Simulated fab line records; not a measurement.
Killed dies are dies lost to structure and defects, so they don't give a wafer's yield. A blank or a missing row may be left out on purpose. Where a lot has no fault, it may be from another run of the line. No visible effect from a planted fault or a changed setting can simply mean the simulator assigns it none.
fab line records	flow ritCmos
record: lots: 6	wafers: 18	lastDay: 8
route steps=202 shown WELLDRIVE@50 NWELL@51 PWELL@52 NRETRO@53 PRETRO@64 M1@202
lots that met no fault: taken from a fault-free run of the same line
startH: hours from the record's opening day to when the first of the lot's shown wafers began	waitH: time in hours since the lot's previous step	" as in the row above	L1.1+2: a single row standing in for several wafers	- no value present, or no start provided	* or withheld: withheld	< > ~ a bound
route shown NAME@n: NAME is a module with steps in the file, n the number in the route of the first one	usual: mean/standard deviation of fault-free wafers	same: alike in all rows	chamber/n: place in a boat	sites: each site's reading	_std_site: the values' standard deviation	_edge_site: mean of outer sites minus mean of inner sites	radiusMm: for every site, how far away it sits from the centre of the wafer	mask NAME#n: copy n	behind: the most recent tool/chamber to have shaped the wafer	hold: why the lot went on hold/how many hours it stayed there/how the hold came to an end	device: transistor that didn't switch, given as n, p or np	end of line: the route-end tests of the same wafers	for a step that has no rows: nothing shown but its recipe	killed: at the first sort, the dies lost to defects and structure; wafer yield is something else	map: the dies of a wafer, with x for killed, . for not killed, _ for no die there
set.NAME: the setting the step ran with; set.NAME@STEP: the setting that earlier step ran with	model.NAME: the simulator's own value behind a step, which no gauge read
lots seen at some steps along the route; tables by step, rows by wafer
services: when a tool's chamber went out of use (startH, in hours from the record's first day, below 0 if earlier), for how many hours, and the reason
== steps ==
step: RIT_WELLDRIVE_ANNEAL_00
recipe: tempC: 1100	timeS: 14700	ambient: N2
step: RIT_WELLDRIVE_RS_MEAS_01
recipe: thkMeasGauge: four-point-probe
usual: NWELL_RS: 275.6/0.69
lot.wafer	tool	chamber	startH	waitH	NWELL_RS[ohm/sq]
L259.3	filmMetro-03	-	55.52	0.0	276.2
L259.4	"	-	"	"	276.3
L259.6	"	-	"	"	276.5
L262.2	filmMetro-02	-	68.23	0.0	275.6
L262.5	"	-	"	"	274.8
L262.6	"	-	"	"	275.2
L268.1	filmMetro-02	-	104.24	0.0	276.5
L268.3	"	-	"	"	276.0
L268.4	"	-	"	"	275.3
L269.2	filmMetro-04	-	104.26	0.0	276.0
L269.3	"	-	"	"	275.4
L269.4	"	-	"	"	275.1
L271.1	filmMetro-02	-	121.09	0.0	275.2
L271.3	"	-	"	"	275.5
L271.6	"	-	"	"	275.2
L276.3	filmMetro-03	-	152.55	0.0	276.6
L276.4	"	-	"	"	276.5
L276.5	"	-	"	"	276.3
step: RIT_WELLDRIVE_RS_MEAS_02
recipe: thkMeasGauge: four-point-probe
usual: PWELL_RS: 429.6/1.4
lot.wafer	tool	chamber	startH	waitH	PWELL_RS[ohm/sq]
L259.3	filmMetro-03	-	55.64	0.1	430.5
L259.4	"	-	"	"	431.5
L259.6	"	-	"	"	431.1
L262.2	filmMetro-02	-	68.35	0.1	431.9
L262.5	"	-	"	"	430.2
L262.6	"	-	"	"	431.1
L268.1	filmMetro-02	-	104.36	0.1	428.7
L268.3	"	-	"	"	428.5
L268.4	"	-	"	"	427.9
L269.2	filmMetro-04	-	104.38	0.1	427.3
L269.3	"	-	"	"	429.0
L269.4	"	-	"	"	426.6
L271.1	filmMetro-02	-	121.21	0.1	428.0
L271.3	"	-	"	"	427.8
L271.6	"	-	"	"	428.2
L276.3	filmMetro-03	-	152.67	0.1	429.1
L276.4	"	-	"	"	428.1
L276.5	"	-	"	"	428.9
step: RIT_NRETRO_HMDS_00
recipe: primeTimeS: 60	primeTempC: 140
step: RIT_NRETRO_COAT_01
recipe: resist: NOVOLAK	spinRpm: 2000	resistThkNm: 1300
step: RIT_NRETRO_SOFTBAKE_02
recipe: resist: NOVOLAK	tempC: 90	timeS: 60
step: RIT_NRETRO_EXPOSE_03
recipe: maskId: M4	na: 0.57	targetCdNm: 43900	doseMj: 250
step: RIT_NRETRO_PEB_04
recipe: resist: NOVOLAK	tempC: withheld	timeS: withheld
step: RIT_NRETRO_DEVELOP_05
recipe: resist: NOVOLAK	developTimeS: 68	devTempC: 23
step: RIT_NRETRO_OVL_MEAS_06
usual: NRETRO_OVL: -1.4/1.5
lot.wafer	tool	chamber	startH	waitH	NRETRO_OVL[nm]
L259.3	overlay-01	-	56.73	-	-2.0
L259.4	"	-	"	"	-0.7
L259.6	"	-	"	"	-0.9
L262.2	overlay-01	-	69.42	-	-2.9
L262.5	"	-	"	"	-1.1
L262.6	"	-	"	"	-3.6
L268.1	overlay-01	-	105.36	-	0.1
L268.3	"	-	"	"	0.5
L268.4	"	-	"	"	-0.7
L269.2	overlay-01	-	105.61	-	-2.7
L269.3	"	-	"	"	-2.4
L269.4	"	-	"	"	-3.1
L271.1	overlay-01	-	122.34	-	-0.9
L271.3	"	-	"	"	-0.2
L271.6	"	-	"	"	0.8
L276.3	overlay-01	-	154.01	-	-0.9
L276.4	"	-	"	"	-1.2
L276.5	"	-	"	"	-0.8
step: RIT_NRETRO_HARDBAKE_07
recipe: resist: NOVOLAK	tempC: 140	timeS: 120
step: RIT_NRETRO_IMPLANT_08
recipe: species: P	energyKev: 70	doseCm2: 1e+13	tiltDeg: 7
step: RIT_NRETRO_STRIP_09
recipe: chemistry: O2	timeS: 180	resist: NOVOLAK	platenTempC: withheld	powerW: 500	pressureMtorr: 4000	o2FlowSccm: 4000
usual: chamberPressureMTorr: 4000/3.9	drypumpMotorCurrentA: 5.4/0.34
lot.wafer	tool	chamber	startH	waitH	chamberPressureMTorr	drypumpMotorCurrentA	rfHoursCounterH	model.NOVOLAK_of_NRETRO_COAT_01.thkNm
L259.3	plasmaAsher-04	0	57.22	0.1	3997	5.3	-	0
L259.4	"	1	"	"	3994	5.9	-	0
L259.6	"	1	"	"	4003	5.9	-	0
L262.2	plasmaAsher-01	1	69.85	0.1	3996	4.9	35	0
L262.5	"	1	"	"	3993	4.9	-	0
L262.6	"	0	"	"	4006	5.3	-	0
L268.1	plasmaAsher-01	1	105.80	0.1	-	-	-	1139
L268.3	"	1	"	"	-	-	-	1139
L268.4	"	0	"	"	-	-	-	1140
L269.2	plasmaAsher-04	1	106.04	0.1	-	-	-	1136
L269.3	"	0	"	"	-	-	-	1134
L269.4	"	1	"	"	-	-	-	1135
L271.1	plasmaAsher-03	1	122.77	0.1	4000	5.2	33	0
L271.3	"	0	"	"	3998	5.8	-	0
L271.6	"	0	"	"	3994	5.8	-	0
L276.3	plasmaAsher-01	0	154.49	0.1	3995	5.3	-	0
L276.4	"	1	"	"	4009	4.9	-	0
L276.5	"	0	"	"	4001	5.3	-	0
step: RIT_NRETRO_TW_MEAS_10
usual: NRETRO_TW: 1051/9.5
lot.wafer	tool	chamber	startH	waitH	NRETRO_TW
L259.3	filmMetro-01	-	57.35	0.1	1048
L259.4	"	-	"	"	1050
L259.6	"	-	"	"	1049
L262.2	filmMetro-04	-	70.03	0.1	1043
L262.5	"	-	"	"	1040
L262.6	"	-	"	"	1045
L268.1	filmMetro-04	-	105.97	0.1	1052
L268.3	"	-	"	"	1050
L268.4	"	-	"	"	1052
L269.2	filmMetro-01	-	106.23	0.1	1048
L269.3	"	-	"	"	1050
L269.4	"	-	"	"	1048
L271.1	filmMetro-03	-	122.95	0.1	1081
L271.3	"	-	"	"	1073
L271.6	"	-	"	"	1074
L276.3	filmMetro-04	-	154.63	0.1	1046
L276.4	"	-	"	"	1047
L276.5	"	-	"	"	1051
step: RIT_PRETRO_HMDS_00
recipe: primeTimeS: 60	primeTempC: 140
step: RIT_PRETRO_COAT_01
recipe: resist: NOVOLAK	spinRpm: 2000	resistThkNm: 1300
step: RIT_PRETRO_SOFTBAKE_02
recipe: resist: NOVOLAK	tempC: 90	timeS: 60
step: RIT_PRETRO_EXPOSE_03
recipe: maskId: M5	na: 0.57	targetCdNm: 43700	doseMj: 250
step: RIT_PRETRO_PEB_04
recipe: resist: NOVOLAK	tempC: withheld	timeS: withheld
step: RIT_PRETRO_DEVELOP_05
recipe: resist: NOVOLAK	developTimeS: 68	devTempC: 23
step: RIT_PRETRO_OVL_MEAS_06
usual: PRETRO_OVL: 0.6/1.3
lot.wafer	tool	chamber	startH	waitH	PRETRO_OVL[nm]
L259.3	overlay-02	-	58.41	-	2.9
L259.4	"	-	"	"	2.1
L259.6	"	-	"	"	2.5
L262.2	overlay-02	-	71.13	-	3.0
L262.5	"	-	"	"	1.0
L262.6	"	-	"	"	1.4
L268.1	overlay-01	-	107.04	-	0.9
L268.3	"	-	"	"	1.1
L268.4	"	-	"	"	1.1
L269.2	overlay-02	-	107.29	-	-0.3
L269.3	"	-	"	"	-1.6
L269.4	"	-	"	"	-1.4
L271.1	overlay-02	-	123.99	-	-1.7
L271.3	"	-	"	"	-0.5
L271.6	"	-	"	"	-0.2
L276.3	overlay-02	-	155.74	-	0.8
L276.4	"	-	"	"	0.3
L276.5	"	-	"	"	0.5
step: RIT_PRETRO_HARDBAKE_07
recipe: resist: NOVOLAK	tempC: 140	timeS: 120
step: RIT_PRETRO_IMPLANT_08
recipe: species: B	energyKev: 45	doseCm2: 1.2e+13	tiltDeg: 7
step: RIT_PRETRO_STRIP_09
recipe: chemistry: O2	timeS: 180	resist: NOVOLAK	platenTempC: withheld	powerW: 500	pressureMtorr: 4000	o2FlowSccm: 4000
usual: chamberPressureMTorr: 4000/3.5	drypumpMotorCurrentA: 5.6/0.52
lot.wafer	tool	chamber	startH	waitH	chamberPressureMTorr	drypumpMotorCurrentA	rfHoursCounterH
L259.3	plasmaAsher-04	0	58.89	0.1	4005	5.3	-
L259.4	"	1	"	"	4000	5.9	-
L259.6	"	0	"	"	4001	5.3	-
L262.2	plasmaAsher-01	1	71.61	0.1	4001	4.9	35
L262.5	"	1	"	"	4003	4.9	-
L262.6	"	0	"	"	3999	5.4	-
L268.1	plasmaAsher-01	1	107.48	0.1	3999	4.9	38
L268.3	"	1	"	"	3994	4.9	-
L268.4	"	0	"	"	4004	5.3	-
L269.2	plasmaAsher-02	1	107.72	0.1	3999	5.9	49
L269.3	"	0	"	"	4003	6.5	-
L269.4	"	1	"	"	3995	5.9	-
L271.1	plasmaAsher-01	1	124.44	0.1	3999	4.9	40
L271.3	"	1	"	"	4002	4.9	-
L271.6	"	0	"	"	3996	5.4	-
L276.3	plasmaAsher-02	0	156.23	0.1	4004	6.5	-
L276.4	"	1	"	"	4003	5.9	-
L276.5	"	1	"	"	3994	5.9	-
step: RIT_PRETRO_TW_MEAS_10
usual: PRETRO_TW: 477/4.5
lot.wafer	tool	chamber	startH	waitH	hold	PRETRO_TW
L259.3	filmMetro-02	-	59.03	0.1	-	476
L259.4	"	-	"	"	-	475
L259.6	"	-	"	"	-	474
L262.2	filmMetro-02	-	71.80	0.1	-	477
L262.5	"	-	"	"	-	478
L262.6	"	-	"	"	-	477
L268.1	filmMetro-01	-	107.65	0.1	awaitDispo/0.2h/release	30
L268.3	"	-	"	"	awaitDispo/0.2h/release	30
L268.4	"	-	"	"	awaitDispo/0.2h/release	30
L268.1	filmMetro-01	-	107.88	0.2	-	30
L268.3	"	-	"	"	-	30
L268.4	"	-	"	"	-	30
L269.2	filmMetro-02	-	107.90	0.1	awaitDispo/0.2h/release	30
L269.3	"	-	"	"	awaitDispo/0.2h/release	30
L269.4	"	-	"	"	awaitDispo/0.2h/release	30
L269.2	filmMetro-02	-	108.20	0.3	-	30
L269.3	"	-	"	"	-	30
L269.4	"	-	"	"	-	30
L271.1	filmMetro-03	-	124.61	0.1	-	486
L271.3	"	-	"	"	-	486
L271.6	"	-	"	"	-	484
L276.3	filmMetro-03	-	156.36	0.1	-	484
L276.4	"	-	"	"	-	484
L276.5	"	-	"	"	-	485
step: RIT_M1_PROBE_99
usual: defectLimitedYield: 97.2/1.2	killedAtFrontEnd: 7/3.1	killedDies: 7/3.2	killedOpen: 3.8/2.1	killedShort: 3.6/2	sort_bin_3_pad_short: 0.1/0.22	sort_bin_5_function: 1.7/0.8	sort_bin_6_memory: 1.0/0.64	sortNPass: 257/3.2	sortYieldPct: 97.2/1.2
same: grossDies: 264	killed_at_M0_to_M3: 0	killed_at_M4_up: 0	killedAtBackSide: 0	killedAtContacts: 0	killedAtOther: 0
lot.wafer	tool	chamber	startH	waitH	defectLimitedYield[%]	killedAtFrontEnd	killedDies	killedOpen	killedShort	sort_bin_3_pad_short[%]	sort_bin_5_function[%]	sort_bin_6_memory[%]	sortNPass	sortYieldPct[%]
L259.3	prober-02	-	87.46	0.2	97.7	6	6	4	2	0.4	1.1	0.8	258	97.7
L259.4	prober-02	-	87.51	0.2	95.8	11	11	6	5	0.4	1.5	2.3	253	95.8
L259.6	prober-02	-	87.61	0.2	95.1	13	13	7	6	0	2.7	2.3	251	95.1
L262.2	prober-01	-	99.66	0.1	97.0	8	8	4	4	0.4	1.9	0.8	256	97.0
L262.5	prober-01	-	99.81	0.2	97.0	8	8	2	6	0.4	2.3	0.4	256	97.0
L262.6	prober-01	-	99.86	0.2	98.9	3	3	2	1	0	0.8	0.4	261	98.9
L271.1	prober-01	-	155.08	0.1	96.2	10	10	4	6	0	2.3	1.5	254	96.2
L271.3	prober-01	-	155.18	0.2	98.5	4	4	2	2	0	1.1	0.4	260	98.5
L271.6	prober-01	-	155.33	0.2	97.0	8	8	2	6	0	1.5	1.5	256	97.0
L276.3	prober-02	-	192.60	0.2	98.5	4	4	4	0	0	0.4	1.1	260	98.5
L276.4	prober-02	-	192.65	0.2	98.1	5	5	2	3	0.4	0.4	1.1	259	98.1
L276.5	prober-02	-	192.70	0.2	97.3	7	7	5	2	0	1.9	0.8	257	97.3
killed by level:class
L259.3 SILICIDE:geometricParticle:open=3 REOX:geometricParticle:short=2 FOX2:geometricParticle:open=1
L259.4 FOX2:geometricParticle:open=2 GATE:geometricParticle:open=2 REOX:geometricParticle:short=2 FOX2:geometricParticle:short=1 GATE:geometricParticle:short=1 SPACER:geometricParticle:short=1 SPACER:geometricParticle:open=1 SILICIDE:geometricParticle:open=1
L259.6 GATE:geometricParticle:short=2 REOX:geometricParticle:short=2 REOX:geometricParticle:open=2 SPACER:geometricParticle:open=2 SILICIDE:geometricParticle:open=2 FOX2:geometricParticle:open=1 FOX2:geometricParticle:short=1 SILICIDE:geometricParticle:short=1
L262.2 GATE:geometricParticle:short=2 GATE:geometricParticle:open=2 FOX1:geometricParticle:short=1 FOX2:geometricParticle:open=1 SPACER:geometricParticle:short=1 SPACER:geometricParticle:open=1
L262.5 GATE:geometricParticle:short=3 GATE:geometricParticle:open=2 FOX1:geometricParticle:short=1 FOX2:geometricParticle:short=1 SILICIDE:geometricParticle:short=1
L262.6 GATE:geometricParticle:short=1 REOX:geometricParticle:open=1 SPACER:geometricParticle:open=1
L271.1 GATE:geometricParticle:open=3 GATE:geometricParticle:short=2 SILICIDE:geometricParticle:short=2 FOX1:geometricParticle:short=1 REOX:geometricParticle:short=1 SILICIDE:geometricParticle:open=1
L271.3 SILICIDE:geometricParticle:short=2 FOX1:geometricParticle:open=1 SPACER:geometricParticle:open=1
L271.6 REOX:geometricParticle:short=3 GATE:geometricParticle:short=1 GATE:geometricParticle:open=1 REOX:geometricParticle:open=1 SPACER:geometricParticle:short=1 SILICIDE:geometricParticle:short=1
L276.3 GATE:geometricParticle:open=3 SPACER:geometricParticle:open=1
L276.4 GATE:geometricParticle:short=2 FOX1:geometricParticle:short=1 GATE:geometricParticle:open=1 REOX:geometricParticle:open=1
L276.5 FOX1:geometricParticle:open=2 GATE:geometricParticle:open=2 FOX2:geometricParticle:short=1 FOX2:geometricParticle:open=1 GATE:geometricParticle:short=1
== services ==
tool	chamber	startH	hours	kind
plasmaAsher-03	-	54.35	4.3	repair
plasmaAsher-01	-	54.84	6.3	repair
plasmaAsher-02	-	108.75	9.0	pm
plasmaAsher-02	0	108.75	9.0	ventCycle
plasmaAsher-02	1	108.75	9.0	ventCycle
plasmaAsher-02	0	117.75	-	clean
plasmaAsher-02	1	117.75	-	clean
== key ==
firstSign: step: RIT_NRETRO_STRIP_09	reading: toolRecord	direction: missing
effect: step: RIT_PRETRO_TW_MEAS_10	reading: visit	direction: added
effect: step: RIT_PRETRO_TW_MEAS_10	reading: PRETRO_TW	direction: down	sigmas: 99	usual: 477	struck: 30
modelEffect: step: RIT_NRETRO_STRIP_09	value: NOVOLAK_of_NRETRO_COAT_01.thkNm	without: 0	struck: 1137
metAt RIT_NRETRO_STRIP_09
struckWafers L268.1,L268.3,L268.4,L269.2,L269.3,L269.4
scrappedBehind RIT_PRETRO_TW_MEAS_10 L268.1,L268.3,L268.4,L269.2,L269.3,L269.4
onsetBetween 69.85 105.80
fault: kind: skippedStepWhole	tool: plasmaAsher-01,plasmaAsher-04	chamber: -	onsetH: 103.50	steps: RIT_NRETRO_STRIP_09	scope: struckLotsOnly
